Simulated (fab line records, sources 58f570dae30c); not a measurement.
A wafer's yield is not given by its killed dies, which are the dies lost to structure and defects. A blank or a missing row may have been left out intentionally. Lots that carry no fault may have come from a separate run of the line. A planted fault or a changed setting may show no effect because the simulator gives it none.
Split-lot trial + flow berkeley-cmos170 + route with 331 steps; 5 lots, 23 wafers read

== THE SPLIT ITSELF ==
At UCB170_PWELL_IMPLANT_15, the setting dose-cm2 was moved away from the recipe's 5e+12 on 11 of the 23 wafers read, by -6.1% to +2.3%. For the rest of the wafers, this setting stayed at what the recipe calls for.

== BETWEEN THE SPLIT AND THE READING: the file shows 1 step in between ==
- UCB170_PWELL_STRIP_16: strips in O2

== THE READING ==
PWELL_TW, at UCB170_PWELL_TW_MEAS_17. A value of 381.3 with a standard deviation of 3 is what fault-free wafers of this fab line usually give.

| wafer  | tool, chamber at the split | dose-cm2 as run | against the recipe | PWELL_TW | against lot-mates on the recipe |
|--------|----------------------------|-----------------|--------------------|----------|---------------------------------|
| L075.1 | implanter-03, 0            | 5e+12           | recipe             | 379.7    | -                               |
| L075.2 | implanter-03, 0            | 5e+12           | recipe             | 380.3    | -                               |
| L075.3 | implanter-03, 0            | 5.114e+12       | +2.3%              | 383.1    | +3.1                            |
| L075.5 | implanter-03, 0            | 5.114e+12       | +2.3%              | 382.5    | +2.5                            |
| L075.6 | implanter-03, 0            | 5.114e+12       | +2.3%              | 380.6    | +0.6                            |
| L076.1 | implanter-02, 0            | 4.793e+12       | -4.1%              | 374.8    | -3.9                            |
| L076.3 | implanter-02, 0            | 5e+12           | recipe             | 379.9    | -                               |
| L076.4 | implanter-02, 0            | 4.793e+12       | -4.1%              | 374.1    | -4.6                            |
| L076.5 | implanter-02, 0            | 5e+12           | recipe             | 377.6    | -                               |
| L076.6 | implanter-02, 0            | 4.793e+12       | -4.1%              | 375.1    | -3.6                            |
| L077.2 | implanter-01, 0            | 5e+12           | recipe             | 378.7    | -                               |
| L077.3 | implanter-01, 0            | 4.734e+12       | -5.3%              | 374.1    | -6.4                            |
| L077.4 | implanter-01, 0            | 4.734e+12       | -5.3%              | 374.9    | -5.6                            |
| L077.5 | implanter-01, 0            | 5e+12           | recipe             | 380.6    | -                               |
| L077.6 | implanter-01, 0            | 5e+12           | recipe             | 382.2    | -                               |
| L079.1 | implanter-03, 0            | 4.695e+12       | -6.1%              | 377.8    | -6.6                            |
| L079.2 | implanter-03, 0            | 5e+12           | recipe             | 383.7    | -                               |
| L079.3 | implanter-03, 0            | 4.695e+12       | -6.1%              | 377.5    | -6.9                            |
| L079.5 | implanter-03, 0            | 4.695e+12       | -6.1%              | 378.5    | -5.9                            |
| L079.6 | implanter-03, 0            | 5e+12           | recipe             | 385.2    | -                               |
| L084.1 | implanter-02, 0            | 5e+12           | recipe             | 379.3    | -                               |
| L084.3 | implanter-02, 0            | 5e+12           | recipe             | 379.4    | -                               |
| L084.6 | implanter-02, 0            | 5e+12           | recipe             | 378.2    | -                               |

FIT RESULTS
A straight line over all 23 wafers: PWELL_TW changes by +0.782 for each +1% of dose-cm2; r = +0.73; the points scatter about the line by 2.2.
The same after taking each lot's own level away (the mean of its wafers on the recipe; 23 wafers): +1.04 for each +1%; r = +0.96; scatter 0.89.
Per that fit: largest dose-cm2 move, reading shift of 6.4.
From 378.75 to 384.45: that is the span of the lots' own levels, equal to 1.9 times the standard deviation above.
So the lot-to-lot level blurs the effect unless lot-mates are compared.
Check: -6.4 against its lot-mates is what the line predicts for one of the wafers moved furthest among these (-6.1%) when that wafer is left out of the fit. It came out at -6.65 against them.

== OTHER SPLITS ON THESE WAFERS ==
Note: prior to the reading, these wafers also went through further splits. Each is held against what the fit with the lots' levels taken away leaves over:
| other split on the same wafers     | wafers away from the commonest value | r with PWELL_TW (lot level and that fit taken away) |
|------------------------------------|--------------------------------------|-----------------------------------------------------|
| UCB170_NWELL_COAT_07 spin-rpm      | 10                                   | +0.03                                               |
| UCB170_NWELL_IMPLANT_14 energy-kev | 5                                    | -0.13                                               |
| UCB170_PWELL_CVD_05 pressure-mtorr | 10                                   | +0.02                                               |

== FILE'S OWN FIT ==
PWELL_TW changes by +1.07 for each +1% of dose-cm2, r = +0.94.
